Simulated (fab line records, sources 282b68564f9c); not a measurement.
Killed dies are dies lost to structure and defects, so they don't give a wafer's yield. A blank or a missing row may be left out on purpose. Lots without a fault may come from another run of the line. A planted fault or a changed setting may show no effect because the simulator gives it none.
A struck lot beside a sound one | flow rit_cmos | 18 steps out of a route of 202
Sound: wafers L505.3, L505.4, L505.5. Struck: wafers L507.1, L507.4, L507.6. The cause comes at the end.
At each step with rows: each side's tool, then ch and its chambers, then its first start. Under that, the readings that differ: sound wafers | struck wafers | difference of the means | sigmas: that difference in standard deviations of wafers without a fault.
alike: readings whose means differ by less than 2 such deviations, and words and numbers that are the same on both sides. not compared: withheld readings, readings that some wafer has no value for, bounds like >300 that may hide the same value, and numbers for which the record gives no deviation and whose values overlap.
The two part at a step that has a row with sigmas, a row that says differs or no value, or rows on one side only. Numbers that don't overlap but have no deviation are shown without sigmas and don't part them. A reading that every wafer of one side lacks parts them only if that side has two wafers or more.

first, 2 steps without rows for these wafers: RIT_NWELL_HARDBAKE_07 (time 120 s); RIT_NWELL_IMPLANT_08.
RIT_NWELL_STRIP_09: strips in O2, time 180 s.
  sound on plasma_asher-04 ch 0,1, day 2 09:13; struck on plasma_asher-02 ch 0, day 2 17:44
  alike: drypump_motor_current_A
  not compared: rf_hours_counter_h
RIT_NWELL_TW_MEAS_10:
  sound on film_metro-02, day 2 09:21; struck on film_metro-02, day 2 17:55
  alike: NWELL_TW
then, 6 steps without rows for these wafers: RIT_PWELL_HMDS_00 (prime time 60 s); RIT_PWELL_COAT_01 (resist thk 1300 nm); RIT_PWELL_SOFTBAKE_02 (time 60 s); RIT_PWELL_EXPOSE_03 (exposes mask M3, target cd 43700 nm); RIT_PWELL_PEB_04; RIT_PWELL_DEVELOP_05 (develop time 68 s).
RIT_PWELL_OVL_MEAS_06:
  sound on overlay-02, day 2 10:20; struck on overlay-02, day 2 19:05
  alike: PWELL_OVL
then, 1 step without rows for these wafers: RIT_PWELL_HARDBAKE_07 (time 120 s).
RIT_PWELL_IMPLANT_08:
  sound on implanter-04 ch 0, day 2 10:39; struck on implanter-04 ch 0, day 2 19:22
  reading            | sound                         | struck                        | difference | sigmas
  dose_ions_cm2      | 7.003e+13 7.003e+13 6.996e+13 | 3.557e+13 3.558e+13 3.562e+13 | -3.442e+13 | -99 or more
  faraday_current_uA | 226 221 219                   | 111 114 112                   | -110       | -27
RIT_PWELL_STRIP_09: strips in O2, time 180 s.
  sound on plasma_asher-03 ch 0,1, day 2 10:49; struck on plasma_asher-02 ch 0,1, day 2 19:31
  alike: drypump_motor_current_A
  not compared: rf_hours_counter_h
RIT_PWELL_TW_MEAS_10:
  sound on film_metro-04, day 2 10:56; struck on film_metro-04, day 2 19:55
  reading  | sound       | struck      | difference | sigmas
  PWELL_TW | 941 939 937 | 756 756 752 | -184       | -17
  not compared: hold
RIT_WELLDRIVE_RS_MEAS_01: measures by four-point-probe.
  sound on film_metro-02, day 2 16:07; struck on film_metro-04, day 3 04:34
  alike: NWELL_RS
RIT_WELLDRIVE_RS_MEAS_02: measures by four-point-probe.
  sound on film_metro-02, day 2 16:14; struck on film_metro-04, day 3 05:01
  reading           | sound             | struck            | difference | sigmas
  PWELL_RS (ohm/sq) | 429.2 430.2 429.6 | 676.0 673.4 675.1 | +245.2     | +99 or more
  not compared: hold
RIT_M1_PROBE_99:
  the record has rows for the sound wafers here (prober-01, day 3 22:35) and none for the struck ones

WHERE THEY PART
First at RIT_PWELL_IMPLANT_08; last, within this record, at RIT_M1_PROBE_99.

WHY: what the simulator had put in
Process parameter drift: implanter-04, from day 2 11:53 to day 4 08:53, at RIT_PWELL_IMPLANT_08. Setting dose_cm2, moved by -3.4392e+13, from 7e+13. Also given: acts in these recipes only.
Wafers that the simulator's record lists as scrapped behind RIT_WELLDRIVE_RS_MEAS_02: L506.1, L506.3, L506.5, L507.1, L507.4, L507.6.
